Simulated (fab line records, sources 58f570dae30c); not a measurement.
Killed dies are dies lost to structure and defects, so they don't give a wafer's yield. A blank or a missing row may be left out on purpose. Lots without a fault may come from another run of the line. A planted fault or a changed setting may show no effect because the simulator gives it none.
A struck lot beside a sound one | flow berkeley_cmos170 | 18 steps out of a route of 331
Sound: wafers L420.1, L420.4, L420.5. Struck: wafers L432.3, L432.5, L432.6. The cause comes at the end.
At each step with rows: each side's tool, then ch and its chambers, then its first start. Under that, the readings that differ: sound wafers | struck wafers | difference of the means | sigmas: that difference in standard deviations of wafers without a fault.
alike: readings whose means differ by less than 2 such deviations, and words and numbers that are the same on both sides. not compared: withheld readings, readings that some wafer has no value for, bounds like >300 that may hide the same value, and numbers for which the record gives no deviation and whose values overlap.
The two part at a step that has a row with sigmas, a row that says differs or no value, or rows on one side only. Numbers that don't overlap but have no deviation are shown without sigmas and don't part them. A reading that every wafer of one side lacks parts them only if that side has two wafers or more.

UCB170_M2_ETCH_17: etches BARC in N2/H2.
  sound on rie_diel-04 ch 0,2,3, day 10 07:45; struck on rie_diel-03 ch 0,3, day 12 00:16
  alike: drypump_motor_current_A, oes_product_au, throttle_valve_pct
UCB170_M2_METAL_ETCH_18: etches Al in Cl2/BCl3, stops on SiO2, target depth 1170 nm, time 195 s.
  sound on rie_metal-04 ch 0,1, day 10 07:47; struck on rie_metal-02 ch 0,1, day 12 00:22
  reading                     | sound          | struck         | difference | sigmas
  drypump_motor_current_A (A) | 6.16 5.72 5.70 | 5.26 5.50 5.28 | -0.51      | -2
  alike: oes_product_au, throttle_valve_pct
  not compared: rf_hours_counter_h
UCB170_M2_STRIP_19: strips in O2.
  sound on plasma_asher-04 ch 0,1, day 10 07:59; struck on plasma_asher-01 ch 0,1, day 12 00:31
  alike: drypump_motor_current_A, o2_flow_sccm, oes_product_au
  not compared: rf_hours_counter_h
UCB170_M2_CD_MEAS_90: target cd 700 nm.
  sound on cd_sem-01, day 10 08:07; struck on cd_sem-02, day 12 00:38
  alike: cd_nm
UCB170_V2_CVD_00: deposits SiO2 from TEOS/O2, target thk 2000 nm, time 250 s.
  sound on pecvd-01 ch 0,2, day 10 08:14; struck on pecvd-03 ch 0,2, day 12 00:43
  alike: heater_power_w
UCB170_V2_THK_MEAS_01:
  sound on film_metro-02, day 10 08:24; struck on film_metro-03, day 12 00:53
  alike: V2_TEOS_THK
UCB170_V2_CMP_02: polishes SiO2.
  sound on cmp-02 ch 0,1,3, day 10 08:28; struck on cmp-01 ch 1,2, day 12 00:59
  alike: head_pressure_psi, motor_current_A
UCB170_V2_BOW_MEAS_03:
  sound on film_metro-03, day 10 08:46; struck on film_metro-02, day 12 01:16
  alike: V2_BOW
UCB170_V2_THK_MEAS_04:
  sound on film_metro-03, day 10 08:53; struck on film_metro-02, day 12 01:22
  alike: V2_POLISHED_THK
then, 3 steps without rows for these wafers: UCB170_V2_CLEAN_05 (cleans in DIW); UCB170_V2_HMDS_06 (prime time 60 s); UCB170_V2_COAT_07 (resist thk 900 nm).
UCB170_V2_SOFTBAKE_08: time 60 s.
  sound on litho_track-04 ch 0, day 10 09:42; struck on litho_track-01 ch 0, day 12 01:58
  reading                             | sound                | struck               | difference | sigmas
  heater_power_total_W (W)            | 56.83 56.82 56.82    | 67.48 67.41 67.47    | +10.63     | +99 or more
  plate_temp_C (C)                    | 130.30 130.29 130.08 | 148.58 148.58 148.60 | +18.36     | +99 or more
  model.KrF_of_V2_COAT_07.thk_nm (nm) | 900 902.4 901.2      | 879.8 878.3 882.8    | -20.9      |
then, 2 steps without rows for these wafers: UCB170_V2_EXPOSE_09 (exposes mask VIA2, target cd 700 nm); UCB170_V2_PEB_10.
UCB170_V2_DEVELOP_11: develop time 45 s.
  sound on litho_track-04 ch 0; struck on litho_track-03 ch 0
  reading                             | sound           | struck            | difference | sigmas
  model.KrF_of_V2_COAT_07.thk_nm (nm) | 885.8 888.2 887 | 865.8 864.3 868.8 | -20.7      |
UCB170_V2_CD_MEAS_12: target cd 700 nm.
  sound on cd_sem-01, day 10 11:01; struck on cd_sem-01, day 12 03:06
  reading    | sound             | struck            | difference | sigmas
  cd_nm (nm) | 698.4 698.3 699.6 | 760.6 760.0 758.9 | +61.1      | +47
  not compared: hold
UCB170_M3_PROBE_99:
  the record has rows for the sound wafers here (prober-01, day 10 15:36) and none for the struck ones

WHERE THEY PART
First at UCB170_M2_METAL_ETCH_18; last, within this record, at UCB170_M3_PROBE_99.

WHY: what the simulator had put in
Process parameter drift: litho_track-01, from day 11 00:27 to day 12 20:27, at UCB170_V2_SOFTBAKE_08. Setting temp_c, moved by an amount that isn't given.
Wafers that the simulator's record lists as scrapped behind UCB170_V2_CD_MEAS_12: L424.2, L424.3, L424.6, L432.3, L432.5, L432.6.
